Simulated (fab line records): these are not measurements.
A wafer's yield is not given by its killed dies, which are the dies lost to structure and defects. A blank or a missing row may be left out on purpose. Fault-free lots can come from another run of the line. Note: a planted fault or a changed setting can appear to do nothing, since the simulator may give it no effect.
Which tool is to blame? | flow rit cmos | 39 wafers from 13 lots sampled at 2 of the route's 202 steps

## WHAT EACH GAUGE READ, for each wafer
RIT_ACTIVE_THK_MEAS_04.
lot  | measured    | on            | ACTIVE_NITRIDE_THK (nm)
L207 | day 1 13:32 | film metro-02 | 149.7 149.3 150.1
L208 | day 1 18:32 | film metro-01 | 150.9 150.9 151.5
L209 | day 1 23:34 | film metro-02 | 149.5 152.3 151.5
L210 | day 2 04:32 | film metro-01 | 185.6 186.6 187.3
L213 | day 2 19:49 | film metro-01 | 151.0 151.9 150.7
L214 | day 3 01:39 | film metro-01 | 148.8 147.6 147.2
L215 | day 3 06:15 | film metro-02 | 150.7 149.0 150.3
L220 | day 4 08:50 | film metro-02 | 151.6 152.5 151.7
L225 | day 5 08:47 | film metro-04 | 152.0 151.7 151.8
L227 | day 5 18:37 | film metro-04 | 151.9 151.6 152.5
L228 | day 5 22:39 | film metro-04 | 148.7 148.7 149.1
L229 | day 6 04:38 | film metro-04 | 149.0 150.0 150.5
L230 | day 6 09:07 | film metro-01 | 150.0 151.2 151.0

## WHAT TOOL EACH LOT RAN ON (gives the tool, then ch and the chambers of the sampled wafers, and finally the start)
lot  | RIT_ACTIVE_CVD_03
L207 | lpcvd-01 ch 1, day 1 12:07
L208 | lpcvd-02 ch 0, day 1 17:07
L209 | lpcvd-02 ch 1, day 1 22:08
L210 | lpcvd-02 ch 1, day 2 03:07
L213 | lpcvd-01 ch 1, day 2 18:23
L214 | lpcvd-01 ch 1, day 3 00:14
L215 | lpcvd-01 ch 1, day 3 04:07
L220 | lpcvd-01 ch 1, day 4 07:25
L225 | lpcvd-02 ch 0, day 5 07:20
L227 | lpcvd-02 ch 1, day 5 16:29
L228 | lpcvd-01 ch 0, day 5 21:13
L229 | lpcvd-02 ch 1, day 6 03:13
L230 | lpcvd-02 ch 0, day 6 07:42
- RIT_ACTIVE_CVD_03: deposits Si3N4 from SiH2Cl2/NH3, target thk 150 nm, time 1500 s.

## AS READ BY THE TOOLS THEMSELVES (means over the sampled wafers that have a number; for cases with no such wafer, the mark the record gives instead)
RIT_ACTIVE_CVD_03.
lot  | tool     | zone power centre pct (%)
L207 | lpcvd-01 | 41
L208 | lpcvd-02 | 46
L209 | lpcvd-02 | 38
L210 | lpcvd-02 | 38
L213 | lpcvd-01 | 41
L214 | lpcvd-01 | 41
L215 | lpcvd-01 | 41
L220 | lpcvd-01 | 40
L225 | lpcvd-02 | 47
L227 | lpcvd-02 | 37
L228 | lpcvd-01 | 39
L229 | lpcvd-02 | 37
L230 | lpcvd-02 | 47

## THE ANSWER, worked out from the rows above alone
Rule: what is usual is taken from the lots themselves. Put in order of their means at a reading, lots are off if they are a third of the lots or fewer, leave a main group of 4 or more, and stand apart from it by a gap of 3 or more times the standard deviation of the main group's means; of several such gaps the widest counts. The tables above print the reading to a certain number of digits; a main group whose means all agree to those digits is not used. A lot without any number at a reading at which 4 lots or more have one is off too. All remaining lots with rows at the step are treated as sound. First the gauges in route order, then the tools' own readings, where a lot's mean is used as printed above. The first step at which some lot is off is used, and at that step the reading that is off furthest; a lot without a number counts as furthest.
Off: L210, seen at RIT_ACTIVE_THK_MEAS_04 (ACTIVE_NITRIDE_THK). Main group: mean 150.5 nm, sd 1.2.
A tool fits if, at a process step before that reading, it ran every lot that is off, and no sound lot after the first of them. Gauges at RIT_ACTIVE_THK_MEAS_04: tried the same way as those tools. Of those tried, none fits.

## WHAT THE SIMULATOR HAD PUT IN
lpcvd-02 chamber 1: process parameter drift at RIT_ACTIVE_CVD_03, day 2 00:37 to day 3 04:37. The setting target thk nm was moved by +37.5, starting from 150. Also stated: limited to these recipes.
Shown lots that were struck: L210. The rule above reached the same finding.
